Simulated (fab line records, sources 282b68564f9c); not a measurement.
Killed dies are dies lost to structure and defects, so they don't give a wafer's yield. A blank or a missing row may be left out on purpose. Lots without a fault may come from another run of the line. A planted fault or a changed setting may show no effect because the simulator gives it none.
fab line records | flow rit_cmos
record lots=5 wafers=15 last_day=6
route steps=202 shown PRETRO@67 GATE@75 FOX2@80 REOX@98 NLDD@103 SILICIDE@161 M1@202
lots that met no fault: from a run of the same line without faults
start_h: hours from the record's first day to the start of the lot's first wafer shown | wait_h: hours since the lot's step before | " the same as in the row above | L1.1+2: a row that stands for several wafers | - no value, or no start given | * or withheld: withheld | < > ~ a bound
route shown NAME@n: a module of which the file shows steps, and the number in the route of the first | usual: mean/standard deviation of fault-free wafers | same: alike in all rows | chamber/n: place in a boat | sites: the reading at each site | _std_site: their standard deviation | _edge_site: outer sites' mean less inner sites' | radius_mm: how far each site lies from the wafer's centre | mask NAME#n: copy n | behind: the tool/chamber that last shaped the wafer | hold: why the lot was held/for how many hours/how that ended | device: the transistor (n, p or np) that didn't switch | end of line: the same wafers' tests at the end of the route | a step without rows: its recipe alone | killed: dies lost to structure and defects at the first sort, not the wafer's yield | map: a wafer's dies, x killed, . not, _ none there
set.NAME: the setting as run; set.NAME@STEP: as run at that earlier step | model.NAME: the simulator's own value behind a step, which no gauge read
lots at some steps of the route; a table a step, a row a wafer
services: from which hour (start_h, from the record's first day; less than 0 if before it) a tool's chamber was out of use, for how many hours, and why
## steps
# step RIT_PRETRO_EXPOSE_03
# recipe mask_id=M5 na=0.57 target_cd_nm=43700 dose_mj=250
# step RIT_PRETRO_PEB_04
# recipe resist=NOVOLAK temp_c=withheld time_s=withheld
# step RIT_PRETRO_DEVELOP_05
# recipe resist=NOVOLAK develop_time_s=68 dev_temp_c=23
# step RIT_PRETRO_OVL_MEAS_06
# usual PRETRO_OVL=-0.4/1.3
# columns lot.wafer tool chamber start_h wait_h PRETRO_OVL[nm]
L627.2 overlay-01 - 46.29 - -2.3
L627.5 " - " " -1.0
L627.6 " - " " -1.5
L633.2 overlay-01 - 72.29 - -0.7
L633.4 " - " " 0.6
L633.6 " - " " 0.4
L639.4 overlay-01 - 100.89 - -0.5
L639.5 " - " " 0.4
L639.6 " - " " -1.5
L641.3 overlay-02 - 111.58 - -3.2
L641.4 " - " " -1.8
L641.6 " - " " -0.7
L643.2 overlay-02 - 122.28 - -1.2
L643.4 " - " " -2.0
L643.5 " - " " -1.7
# step RIT_PRETRO_HARDBAKE_07
# recipe resist=NOVOLAK temp_c=140 time_s=120
# step RIT_PRETRO_IMPLANT_08
# recipe species=B energy_kev=45 dose_cm2=1.2e+13 tilt_deg=7
# step RIT_PRETRO_STRIP_09
# recipe chemistry=O2 time_s=180 resist=NOVOLAK platen_temp_c=withheld power_w=500 pressure_mtorr=4000 o2_flow_sccm=4000
# usual drypump_motor_current_A=5.8/0.62
# columns lot.wafer tool chamber start_h wait_h drypump_motor_current_A rf_hours_counter_h
L627.2 plasma_asher-02 0 46.72 0.1 5.3 39
L627.5 " 1 " " 5.0 -
L627.6 " 0 " " 5.3 -
L633.2 plasma_asher-01 1 72.72 0.1 6.4 42
L633.4 " 0 " " 6.3 -
L633.6 " 0 " " 6.3 -
L639.4 plasma_asher-02 0 101.36 0.1 5.3 -
L639.5 " 0 " " 5.3 -
L639.6 " 1 " " 5.0 -
L641.3 plasma_asher-04 1 112.06 0.1 5.7 -
L641.4 " 0 " " 6.6 -
L641.6 " 1 " " 5.7 -
L643.2 plasma_asher-04 1 122.71 0.1 5.7 34
L643.4 " 0 " " 6.6 -
L643.5 " 0 " " 6.6 -
# step RIT_PRETRO_TW_MEAS_10
# usual PRETRO_TW=476/3.1
# columns lot.wafer tool chamber start_h wait_h PRETRO_TW
L627.2 film_metro-01 - 46.90 0.1 474
L627.5 " - " " 474
L627.6 " - " " 476
L633.2 film_metro-01 - 72.91 0.1 478
L633.4 " - " " 475
L633.6 " - " " 476
L639.4 film_metro-03 - 101.51 0.1 467
L639.5 " - " " 469
L639.6 " - " " 472
L641.3 film_metro-04 - 112.20 0.1 478
L641.4 " - " " 479
L641.6 " - " " 479
L643.2 film_metro-01 - 122.90 0.1 476
L643.4 " - " " 478
L643.5 " - " " 477
# step RIT_GATE_WET_ETCH_00
# recipe chemistry=BOE target=SiO2 target_depth_nm=56 time_s=60 dry=n2_spin dilution=10:1 temp_c=21.5
# step RIT_GATE_CLEAN_01
# recipe chemistry=SC1 mix=3:3:50 time_s=600 temp_c=75
# step RIT_GATE_CLEAN_02
# recipe chemistry=dHF dilution=50:1 time_s=30
# step RIT_GATE_CLEAN_03
# recipe chemistry=SC2 mix=3:3:50 time_s=600 temp_c=75 dry=n2_spin
# step RIT_GATE_CLEAN_04
# recipe chemistry=dHF dilution=50:1 time_s=60 dry=n2_spin
# usual run_length_s=89/3.5
# columns lot.wafer tool chamber start_h wait_h run_length_s model.SiO2_of_FOX2_OXIDATION_00.thk_nm
L627.2 wet_bench-01 3 47.34 0.0 84 253.6
L627.5 " 3 " " 84 248.8
L627.6 " 3 " " 84 247
L633.2 wet_bench-01 2 73.35 0.0 328 226.9
L633.4 " 2 " " 328 226.1
L633.6 " 2 " " 328 223
L639.4 wet_bench-03 0 101.97 0.0 96 244
L639.5 " 0 " " 96 240.1
L639.6 " 0 " " 96 240.5
L641.3 wet_bench-03 0 112.66 0.0 94 250.6
L641.4 " 0 " " 94 254.8
L641.6 " 0 " " 94 252.7
L643.2 wet_bench-03 0 123.34 0.0 88 247.7
L643.4 " 0 " " 88 250.6
L643.5 " 0 " " 88 243.6
# step RIT_FOX2_THK_MEAS_91
# recipe reads=SiO2_of_FOX2_OXIDATION_00
# usual FIELD_OXIDE_LEFT_2_THK=253/6
# columns lot.wafer tool chamber start_h wait_h FIELD_OXIDE_LEFT_2_THK[nm]
L627.2 film_metro-01 - 47.38 0.0 253
L627.5 " - " " 249
L627.6 " - " " 247
L633.2 film_metro-04 - 73.38 - 227
L633.4 " - " " 226
L633.6 " - " " 223
L639.4 film_metro-02 - 102.02 0.0 244
L639.5 " - " " 240
L639.6 " - " " 241
L641.3 film_metro-02 - 112.71 0.0 251
L641.4 " - " " 255
L641.6 " - " " 253
L643.2 film_metro-04 - 123.37 0.0 248
L643.4 " - " " 251
L643.5 " - " " 244
# step RIT_GATE_OXIDATION_05
# recipe temp_c=900 ambient=O2 target_thk_a=30 ox_time_s=270
# step RIT_GATE_ANNEAL_06
# recipe temp_c=900 time_s=600 ambient=N2O
# step RIT_GATE_THK_MEAS_07
# recipe reads=SiO2_of_GATE_OXIDATION_05
# usual GATE_OXIDE_THK=2.99/0.073
# columns lot.wafer tool chamber start_h wait_h GATE_OXIDE_THK[nm]
L627.2 film_metro-02 - 53.37 0.0 2.92
L627.5 " - " " 3.00
L627.6 " - " " 2.95
L633.2 film_metro-01 - 75.48 0.0 3.03
L633.4 " - " " 3.08
L633.6 " - " " 3.10
L639.4 film_metro-02 - 103.41 0.0 2.87
L639.5 " - " " 2.87
L639.6 " - " " 2.84
L641.3 film_metro-01 - 114.10 0.0 3.05
L641.4 " - " " 2.95
L641.6 " - " " 2.94
L643.2 film_metro-02 - 124.76 0.0 2.99
L643.4 " - " " 3.00
L643.5 " - " " 3.04
# step RIT_GATE_CVD_08
# recipe material=poly-Si target_thk_nm=250 temp_c=610 precursor=SiH4 time_s=2220 pressure_mtorr=300 sih4_flow_sccm=100
# step RIT_GATE_THK_MEAS_09
# recipe reads=poly-Si_of_GATE_CVD_08
# usual GATE_POLY_THK=250.4/2.5
# columns lot.wafer tool chamber start_h wait_h GATE_POLY_THK[nm]
L627.2 film_metro-04 - 55.04 0.0 249.0
L627.5 " - " " 248.9
L627.6 " - " " 246.7
L633.2 film_metro-02 - 77.15 0.0 250.9
L633.4 " - " " 250.1
L633.6 " - " " 250.7
L639.4 film_metro-04 - 105.08 0.0 256.6
L639.5 " - " " 255.5
L639.6 " - " " 256.5
L641.3 film_metro-04 - 115.77 0.0 249.5
L641.4 " - " " 250.7
L641.6 " - " " 246.3
L643.2 film_metro-04 - 126.43 0.0 247.6
L643.4 " - " " 247.9
L643.5 " - " " 246.4
# step RIT_GATE_HMDS_10
# recipe prime_time_s=60 prime_temp_c=140
# step RIT_GATE_COAT_11
# recipe resist=NOVOLAK spin_rpm=4250 resist_thk_nm=850
# step RIT_GATE_SOFTBAKE_12
# recipe resist=NOVOLAK temp_c=90 time_s=60
# step RIT_GATE_EXPOSE_13
# recipe mask_id=M6 na=0.6 source_shape=conventional sigma_outer=0.6 target_cd_nm=150 dose_mj=380
# step RIT_GATE_PEB_14
# recipe resist=NOVOLAK temp_c=withheld time_s=withheld
# step RIT_GATE_DEVELOP_15
# recipe resist=NOVOLAK develop_time_s=50 dev_temp_c=23
# step RIT_GATE_CD_MEAS_16
# recipe target_cd_nm=150
# usual cd_nm=149/3
# columns lot.wafer tool chamber start_h wait_h cd_nm
L627.2 cd_sem-02 - 55.96 - 146
L627.5 " - " " 146
L627.6 " - " " 145
L633.2 cd_sem-01 - 78.31 - 148
L633.4 " - " " 149
L633.6 " - " " 150
L639.4 cd_sem-01 - 106.16 - 154
L639.5 " - " " 150
L639.6 " - " " 152
L641.3 cd_sem-01 - 116.83 - 154
L641.4 " - " " 154
L641.6 " - " " 152
L643.2 cd_sem-01 - 127.35 - 152
L643.4 " - " " 152
L643.5 " - " " 151
# step RIT_GATE_OVL_MEAS_17
# usual GATE_OVL=0.3/1.4
# columns lot.wafer tool chamber start_h wait_h GATE_OVL[nm]
L627.2 overlay-01 - 56.07 0.1 1.7
L627.5 " - " " 0.6
L627.6 " - " " 1.0
L633.2 overlay-02 - 78.41 0.1 -0.1
L633.4 " - " " 1.1
L633.6 " - " " 1.9
L639.4 overlay-01 - 106.23 0.1 -0.2
L639.5 " - " " -0.9
L639.6 " - " " 0.8
L641.3 overlay-01 - 116.92 0.1 2.0
L641.4 " - " " 1.8
L641.6 " - " " 1.2
L643.2 overlay-02 - 127.46 0.1 -0.3
L643.4 " - " " -0.1
L643.5 " - " " 1.3
# step RIT_GATE_HARDBAKE_18
# recipe resist=NOVOLAK temp_c=140 time_s=60
# step RIT_GATE_ETCH_19
# recipe chemistry=SF6/CHF3/O2 time_s=165 SF6_flow_sccm=30 CHF3_flow_sccm=30 O2_flow_sccm=5 target=poly-Si pressure_mtorr=40 rf_w=160 target_depth_a=3125 over_etch_frac=0.25 stop_on=SiO2
# usual drypump_motor_current_A=5.8/0.36 oes_product_au=0.854/0.017 throttle_valve_pct=10.17/0.14
# columns lot.wafer tool chamber start_h wait_h drypump_motor_current_A oes_product_au rf_hours_counter_h throttle_valve_pct
L627.2 rie_si-01 2 56.25 0.1 5.5 0.829 47 10.06
L627.5 " 2 " " 5.5 0.831 - 10.07
L627.6 " 3 " " 5.5 0.848 - 9.98
L633.2 rie_si-02 2 78.59 0.1 5.5 0.857 42 10.41
L633.4 " 3 " " 6.6 0.863 - 10.25
L633.6 " 1 " " 5.7 0.849 - 10.09
L639.4 rie_si-02 1 106.40 0.1 5.7 0.859 150 10.13
L639.5 " 1 " " 5.7 0.862 - 10.12
L639.6 " 2 " " 5.5 0.880 - 10.43
L641.3 rie_si-02 0 117.09 0.1 5.3 0.876 10 10.31
L641.4 " 2 " " 5.6 0.861 - 10.43
L641.6 " 3 " " 6.5 0.856 - 10.26
L643.2 rie_si-02 2 127.64 0.1 5.6 0.854 43 10.43
L643.4 " 3 " " 6.6 0.862 - 10.25
L643.5 " 0 " " 5.4 0.877 - 10.31
# step RIT_GATE_STRIP_20
# recipe chemistry=O2 time_s=180 resist=NOVOLAK platen_temp_c=withheld power_w=500 pressure_mtorr=4000 o2_flow_sccm=4000
# usual drypump_motor_current_A=6.1/0.52
# columns lot.wafer tool chamber start_h wait_h drypump_motor_current_A rf_hours_counter_h
L627.2 plasma_asher-03 1 56.36 0.1 6.2 40
L627.5 " 1 " " 6.2 -
L627.6 " 0 " " 6.6 -
L633.2 plasma_asher-03 1 78.70 0.1 6.2 43
L633.4 " 0 " " 6.6 -
L633.6 " 1 " " 6.2 -
L639.4 plasma_asher-02 0 106.57 0.1 5.3 -
L639.5 " 0 " " 5.3 -
L639.6 " 1 " " 5.0 -
L641.3 plasma_asher-02 1 117.26 0.1 5.0 -
L641.4 " 0 " " 5.3 -
L641.6 " 1 " " 5.0 -
L643.2 plasma_asher-03 1 127.75 0.1 6.2 48
L643.4 " 0 " " 6.6 -
L643.5 " 0 " " 6.6 -
# step RIT_GATE_CD_MEAS_90
# recipe target_cd_nm=150
# usual cd_nm=148.8/3
# columns lot.wafer tool chamber start_h wait_h cd_nm
L627.2 cd_sem-02 - 56.55 0.1 146.0
L627.5 " - " " 147.0
L627.6 " - " " 144.9
L633.2 cd_sem-01 - 78.90 0.1 147.6
L633.4 " - " " 149.7
L633.6 " - " " 149.6
L639.4 cd_sem-01 - 106.75 0.1 154.7
L639.5 " - " " 150.7
L639.6 " - " " 151.5
L641.3 cd_sem-02 - 117.42 0.1 153.2
L641.4 " - " " 154.5
L641.6 " - " " 151.8
L643.2 cd_sem-02 - 127.94 0.1 151.2
L643.4 " - " " 152.5
L643.5 " - " " 151.3
# step RIT_REOX_CLEAN_00
# recipe chemistry=SC1 mix=3:3:50 time_s=600 temp_c=75
# step RIT_REOX_CLEAN_01
# recipe chemistry=dHF dilution=50:1 time_s=30
# step RIT_REOX_CLEAN_02
# recipe chemistry=SC2 mix=3:3:50 time_s=600 temp_c=75 dry=n2_spin
# step RIT_REOX_OXIDATION_03
# recipe temp_c=900 ambient=O2 target_thk_a=252 ox_time_s=5580
# step RIT_REOX_THK_MEAS_04
# recipe reads=SiO2_of_REOX_OXIDATION_03
# usual REOX_OXIDE_THK=25.1/0.39
# columns lot.wafer tool chamber start_h wait_h REOX_OXIDE_THK[nm]
L627.2 film_metro-04 - 59.76 0.0 24.7
L627.5 " - " " 25.0
L627.6 " - " " 24.6
L633.2 film_metro-03 - 81.92 0.0 25.6
L633.4 " - " " 25.4
L633.6 " - " " 25.2
L639.4 film_metro-03 - 109.98 0.0 25.0
L639.5 " - " " 25.0
L639.6 " - " " 25.1
L641.3 film_metro-03 - 121.23 0.0 25.4
L641.4 " - " " 25.3
L641.6 " - " " 25.4
L643.2 film_metro-03 - 130.99 0.0 25.0
L643.4 " - " " 24.9
L643.5 " - " " 24.7
# step RIT_NLDD_HMDS_00
# recipe prime_time_s=60 prime_temp_c=140
# step RIT_NLDD_COAT_01
# recipe resist=NOVOLAK spin_rpm=3250 resist_thk_nm=1000
# step RIT_NLDD_SOFTBAKE_02
# recipe resist=NOVOLAK temp_c=90 time_s=60
# step RIT_NLDD_EXPOSE_03
# recipe mask_id=M7 na=0.57 target_cd_nm=40700 dose_mj=250
# step RIT_NLDD_PEB_04
# recipe resist=NOVOLAK temp_c=withheld time_s=withheld
# step RIT_NLDD_DEVELOP_05
# recipe resist=NOVOLAK develop_time_s=50 dev_temp_c=23
# step RIT_SILICIDE_WET_ETCH_00
# recipe chemistry=BOE target=SiO2 target_depth_nm=14 time_s=15 dry=n2_spin dilution=10:1 temp_c=21.5
# columns lot.wafer tool chamber start_h wait_h model.SiO2_of_FOX2_OXIDATION_00.thk_nm
L627.2 wet_bench-01 0 69.61 0.1 148.4
L627.5 " 0 " " 144.7
L627.6 " 0 " " 140.8
L633.2 wet_bench-01 1 91.71 0.1 120.7
L633.4 " 1 " " 121.3
L633.6 " 1 " " 119.8
L639.4 wet_bench-03 0 119.11 0.0 135.6
L639.5 " 0 " " 133.6
L639.6 " 0 " " 135.2
L641.3 wet_bench-01 0 131.62 0.1 147.3
L641.4 " 0 " " 149.2
L641.6 " 0 " " 149.4
L643.2 wet_bench-04 1 141.23 0.1 143
L643.4 " 1 " " 146.1
L643.5 " 1 " " 139.5
# step RIT_M1_PROBE_99
# usual killed_at_M0_to_M3=0.0/0.14 killed_at_front_end=7/3 killed_dies=8/3 killed_open=3.7/2 killed_short=3.8/2.1
# same gross_dies=264 killed_at_M4_up=0 killed_at_back_side=0 killed_at_contacts=0 killed_at_other=0
# columns lot.wafer tool chamber start_h wait_h killed_at_M0_to_M3 killed_at_front_end killed_dies killed_open killed_short model.etest.pldd.width_nm model.etest.nldd.width_nm model.etest.nplus_sal.width_nm model.etest.pplus_sal.width_nm model.etest.nmos_narrow.drive_ua_um model.etest.pmos_narrow.drive_ua_um model.etest.field_n.vt_v model.etest.field_p.vt_v
L627.2 prober-01 - 77.13 0.1 0 3 3 0 3 3159 3166 3435 3425 222.8 100 34.48 -12.64
L627.5 prober-01 - 77.28 0.2 0 15 15 8 7 3172 3162 3430 3439 227.3 102 33.87 -12.61
L627.6 prober-01 - 77.33 0.2 0 10 10 4 6 3179 3171 3482 3472 232 105.6 33.56 -12.62
L633.2 prober-01 - 98.55 0.1 0 7 7 3 4 3323 3298 3540 3540 247.3 118.2 30.7 -11.43
L633.4 prober-01 - 98.65 0.2 0 7 7 3 4 3310 3287 3534 3507 244.5 116.9 30.71 -11.35
L633.6 prober-01 - 98.75 0.2 0 8 8 3 5 3296 3298 3491 3499 241.2 117.5 30.22 -11.33
L639.4 prober-01 - 126.12 0.2 0 5 5 4 1 3195 3194 3477 3500 246.1 110.1 33.23 -11.92
L639.5 prober-01 - 126.17 0.2 0 5 5 4 1 3195 3187 3494 3483 245.5 110.2 32.64 -11.92
L639.6 prober-01 - 126.22 0.2 1 3 4 2 1 3204 3214 3463 3465 242.6 108 32.75 -11.91
L641.3 prober-01 - 138.77 0.2 0 9 9 5 4 3193 3219 3430 3446 228.4 104.1 34.21 -12.75
L641.4 prober-01 - 138.82 0.2 0 11 11 4 7 3198 3207 3471 3464 234.7 105.7 34.78 -12.8
L641.6 prober-01 - 138.92 0.2 0 5 5 2 3 3208 3199 3458 3439 232.9 105.3 34.49 -12.73
L643.2 prober-01 - 148.22 0.1 0 8 8 3 5 3190 3200 3455 3422 230.1 103.4 33.78 -12.78
L643.4 prober-01 - 148.32 0.2 0 8 8 3 5 3178 3176 3440 3448 221.7 100.7 34.2 -12.8
L643.5 prober-01 - 148.37 0.2 0 2 2 1 1 3192 3189 3418 3432 227.4 103 33.31 -12.84
# killed by level:class
L627.2 GATE:geometric_particle:short=1 SPACER:geometric_particle:short=1 SILICIDE:geometric_particle:short=1
L627.5 GATE:geometric_particle:open=4 SPACER:geometric_particle:short=3 REOX:geometric_particle:short=2 SPACER:geometric_particle:open=2 FOX2:geometric_particle:short=1 REOX:geometric_particle:open=1 SILICIDE:geometric_particle:open=1 SILICIDE:geometric_particle:short=1
L627.6 GATE:geometric_particle:short=3 REOX:geometric_particle:open=3 FOX1:geometric_particle:short=1 FOX2:geometric_particle:short=1 SPACER:geometric_particle:short=1 SPACER:geometric_particle:open=1
L633.2 SPACER:geometric_particle:short=2 FOX1:geometric_particle:open=1 GATE:geometric_particle:short=1 GATE:geometric_particle:open=1 REOX:geometric_particle:short=1 SPACER:geometric_particle:open=1
L633.4 REOX:geometric_particle:short=2 FOX1:geometric_particle:short=1 FOX1:geometric_particle:open=1 GATE:geometric_particle:open=1 GATE:geometric_particle:short=1 REOX:geometric_particle:open=1
L633.6 GATE:geometric_particle:short=4 FOX1:geometric_particle:open=2 SILICIDE:geometric_particle:open=1 SILICIDE:geometric_particle:short=1
L639.4 SPACER:geometric_particle:open=2 FOX1:geometric_particle:short=1 FOX1:geometric_particle:open=1 GATE:geometric_particle:open=1
L639.5 FOX1:geometric_particle:open=3 REOX:geometric_particle:short=1 SPACER:geometric_particle:open=1
L639.6 GATE:geometric_particle:short=1 GATE:geometric_particle:open=1 SPACER:geometric_particle:open=1 M1:coat_microbubble_printed=1
L641.3 GATE:geometric_particle:short=2 SPACER:geometric_particle:open=2 SILICIDE:geometric_particle:open=2 FOX1:geometric_particle:short=1 GATE:geometric_particle:open=1 SILICIDE:geometric_particle:short=1
L641.4 GATE:geometric_particle:short=4 GATE:geometric_particle:open=2 REOX:geometric_particle:short=2 FOX2:geometric_particle:open=1 SILICIDE:geometric_particle:open=1 SILICIDE:geometric_particle:short=1
L641.6 FOX2:geometric_particle:short=1 FOX2:geometric_particle:open=1 GATE:geometric_particle:short=1 GATE:geometric_particle:open=1 SILICIDE:geometric_particle:short=1
L643.2 GATE:geometric_particle:short=4 GATE:geometric_particle:open=2 FOX2:geometric_particle:short=1 REOX:geometric_particle:open=1
L643.4 GATE:geometric_particle:short=2 FOX1:geometric_particle:open=1 FOX2:geometric_particle:short=1 GATE:geometric_particle:open=1 SPACER:geometric_particle:short=1 SPACER:geometric_particle:open=1 SILICIDE:geometric_particle:short=1
L643.5 FOX1:geometric_particle:open=1 SILICIDE:geometric_particle:short=1
## services
# columns tool chamber start_h hours kind
rie_si-02 3 31.98 10.2 repair
rie_si-02 - 39.00 0.3 repair
plasma_asher-03 - 53.22 1.4 repair
rie_si-02 0 68.58 11.9 repair
rie_si-02 3 70.12 1.5 repair
rie_si-02 - 73.02 1.6 repair
rie_si-02 3 100.27 1.2 repair
rie_si-02 1 108.67 - clean
rie_si-02 1 108.67 20.5 scheduled_down
rie_si-02 1 108.67 20.5 vent_cycle
plasma_asher-01 - 108.75 9.0 pm
plasma_asher-01 0 108.75 9.0 vent_cycle
plasma_asher-01 1 108.75 9.0 vent_cycle
plasma_asher-03 - 116.76 2.8 pm
plasma_asher-01 0 117.75 - clean
plasma_asher-01 1 117.75 - clean
## key
first_sign step=RIT_GATE_CLEAN_04 reading=run_length_s direction=up sigmas=68 usual=* struck=*
effect step=RIT_FOX2_THK_MEAS_91 reading=FIELD_OXIDE_LEFT_2_THK direction=down sigmas=4.7 usual=253 struck=225
model_effect step=RIT_GATE_CLEAN_04 value=SiO2_of_FOX2_OXIDATION_00.thk_nm without=252.4 struck=225.3
model_effect step=RIT_SILICIDE_WET_ETCH_00 value=SiO2_of_FOX2_OXIDATION_00.thk_nm without=147.7 struck=120.6
model_effect step=RIT_M1_PROBE_99 value=etest.pldd.width_nm without=3206 struck=3309
met_at RIT_GATE_CLEAN_04
struck_wafers L633.2,L633.4,L633.6
tester_left_out L633
fault kind=process_parameter_drift tool=wet_bench-01 chamber=2 onset_h=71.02 steps=RIT_GATE_CLEAN_04 channel=time_s offset=* shape=step end_h=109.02 acts_in=* stated=*
# tester_left_out: of these lots the tester's yield and bins aren't shown, on N5 and GAA mostly nor the transistor test; their killed dies are dies lost to structure and defects alone, not to doping, threshold or leakage, so they don't give the yield
